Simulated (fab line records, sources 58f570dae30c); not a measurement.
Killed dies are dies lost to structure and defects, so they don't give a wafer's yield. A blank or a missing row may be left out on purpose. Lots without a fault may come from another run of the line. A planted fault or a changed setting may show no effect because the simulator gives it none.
Which tool did it? | flow berkeley_cmos170 | 14 lots, 42 wafers sampled, at 4 steps of a route of 331

WHAT THE GAUGES READ, wafer by wafer
UCB170_M2_OVL_MEAS_16.
lot  | measured     | on         | M2_OVL (nm)
L824 | day 7 11:31  | overlay-02 | 6 11 6
L826 | day 7 11:46  | overlay-01 | 11 6 5
L823 | day 7 12:01  | overlay-01 | 1 2 -1
L827 | day 7 19:03  | overlay-01 | -2 4 -2
L828 | day 8 00:51  | overlay-01 | -3 10 8
L831 | day 8 16:58  | overlay-02 | 3 8 10
L830 | day 8 17:12  | overlay-01 | 4 8 2
L833 | day 9 01:21  | overlay-02 | 5 6 3
L832 | day 9 01:31  | overlay-02 | 7 0 5
L836 | day 9 19:11  | overlay-02 | 9 5 -2
L839 | day 10 22:28 | overlay-02 | 5 -2 4
L842 | day 11 10:34 | overlay-01 | 4 3 -1
L844 | day 11 17:00 | overlay-02 | -10 -1 -1
L845 | day 12 03:38 | overlay-02 | 2 3 -5

UCB170_M3_BOW_MEAS_20.
lot  | measured     | on            | M3_BOW (um)
L824 | day 7 17:50  | film_metro-03 | 38 31 42
L826 | day 7 17:59  | film_metro-02 | 35 30 30
L823 | day 7 18:37  | film_metro-02 | 31 39 32
L827 | day 8 00:55  | film_metro-02 | 40 18 37
L828 | day 8 07:05  | film_metro-03 | 42 29 28
L831 | day 8 23:08  | film_metro-01 | 44 47 35
L830 | day 9 03:02  | film_metro-01 | 41 25 35
L833 | day 9 06:58  | film_metro-01 | 33 47 38
L832 | day 9 08:03  | film_metro-01 | 45 43 41
L836 | day 10 01:14 | film_metro-02 | 28 40 42
L839 | day 11 07:16 | film_metro-01 | 44 27 15
L842 | day 11 15:52 | film_metro-03 | 37 43 31
L844 | day 11 22:46 | film_metro-02 | 32 54 35
L845 | day 12 09:25 | film_metro-03 | 28 38 37

WHICH TOOL RAN EACH LOT (tool, then ch and the chambers of the sampled wafers, then the start)
lot  | UCB170_CONTACT_ETCH_18                        | UCB170_M3_SPUTTER_01
L824 | rie_diel-02 ch 0,2, day 7 11:31 or earlier    | pvd_sputter-03, day 7 14:28
L826 | rie_diel-04 ch 0,2,3, day 7 11:46 or earlier  | pvd_sputter-04, day 7 14:45
L823 | rie_diel-01 ch 0,3, day 7 12:01 or earlier    | pvd_sputter-02, day 7 15:02
L827 | rie_diel-04 ch 0,1,3, day 7 19:03 or earlier  | pvd_sputter-04, day 7 22:08
L828 | rie_diel-02 ch 1,2,3, day 8 00:51 or earlier  | pvd_sputter-03, day 8 03:49
L831 | rie_diel-02 ch 1,2,3, day 8 16:58 or earlier  | pvd_sputter-03, day 8 20:29
L830 | rie_diel-01 ch 1,2, day 8 17:12 or earlier    | pvd_sputter-04, day 8 20:36
L833 | rie_diel-02 ch 0,1,3, day 9 01:21 or earlier  | pvd_sputter-03, day 9 04:29
L832 | rie_diel-04 ch 2,3, day 9 01:31 or earlier    | pvd_sputter-04, day 9 05:21
L836 | rie_diel-01 ch 1,2,3, day 9 19:11 or earlier  | pvd_sputter-03, day 9 22:38
L839 | rie_diel-01 ch 0,3, day 10 22:28 or earlier   | pvd_sputter-04, day 11 01:41
L842 | rie_diel-02 ch 0,2, day 11 10:34 or earlier   | pvd_sputter-04, day 11 13:23
L844 | rie_diel-04 ch 0,1, day 11 17:00 or earlier   | pvd_sputter-03, day 11 20:10
L845 | rie_diel-04 ch 0,1,3, day 12 03:38 or earlier | pvd_sputter-03, day 12 06:44
- UCB170_CONTACT_ETCH_18: etches PSG in CHF3/CF4/Ar, stops on TiSi2, target depth 840 nm, time 195 s.
- UCB170_M3_SPUTTER_01: material Al, target thk 900 nm, time 120 s.

WHAT THE TOOLS THEMSELVES READ (means of the sampled wafers that have a number; where no wafer has one, the mark that the record gives instead)
UCB170_CONTACT_ETCH_18.
lot  | tool        | drypump_motor_current_A (A) | oes_product_au (a.u.) | throttle_valve_pct (%)
L824 | rie_diel-02 | 6.0                         | 0.898                 | 6.88
L826 | rie_diel-04 | 5.8                         | 0.905                 | 7.02
L823 | rie_diel-01 | 5.4                         | 0.885                 | 6.91
L827 | rie_diel-04 | 5.8                         | 0.895                 | 6.98
L828 | rie_diel-02 | 5.9                         | 0.886                 | 6.91
L831 | rie_diel-02 | 5.9                         | 0.898                 | 6.91
L830 | rie_diel-01 | 6.1                         | 0.871                 | 6.95
L833 | rie_diel-02 | 5.7                         | 0.893                 | 6.90
L832 | rie_diel-04 | 5.7                         | 0.899                 | 6.99
L836 | rie_diel-01 | 5.7                         | 0.894                 | 6.95
L839 | rie_diel-01 | 5.4                         | 0.893                 | 6.91
L842 | rie_diel-02 | 6.0                         | 0.904                 | 6.88
L844 | rie_diel-04 | 6.0                         | 0.890                 | 6.92
L845 | rie_diel-04 | 5.9                         | 0.898                 | 6.97

UCB170_M3_SPUTTER_01.
lot  | tool           | throttle_valve_pct (%)
L824 | pvd_sputter-03 | 29.7
L826 | pvd_sputter-04 | 29.1
L823 | pvd_sputter-02 | 30.1
L827 | pvd_sputter-04 | 29.9
L828 | pvd_sputter-03 | 30.7
L831 | pvd_sputter-03 | 31.2
L830 | pvd_sputter-04 | 29.2
L833 | pvd_sputter-03 | 29.7
L832 | pvd_sputter-04 | 30.5
L836 | pvd_sputter-03 | 29.9
L839 | pvd_sputter-04 | 30.0
L842 | pvd_sputter-04 | 29.4
L844 | pvd_sputter-03 | 29.8
L845 | pvd_sputter-03 | 29.3

THE ANSWER, worked out from the rows above alone
Rule: what is usual is taken from the lots themselves. Put in order of their means at a reading, lots are off if they are a third of the lots or fewer, leave a main group of 4 or more, and stand apart from it by a gap of 3 or more times the standard deviation of the main group's means; of several such gaps the widest counts. A main group whose means are all the same, to the digits that the tables above print for the reading, isn't used. A lot without any number at a reading at which 4 lots or more have one is off too. The other lots that the step has rows for count as sound. The gauges are gone through in route order, then the tools' own readings, and for those a lot's mean is taken as printed above. The first step at which some lot is off is used, and at that step the reading that is off furthest; a lot without a number counts as furthest.
No lot is off at any reading shown: from this, nothing can be told.

WHAT THE SIMULATOR HAD PUT IN
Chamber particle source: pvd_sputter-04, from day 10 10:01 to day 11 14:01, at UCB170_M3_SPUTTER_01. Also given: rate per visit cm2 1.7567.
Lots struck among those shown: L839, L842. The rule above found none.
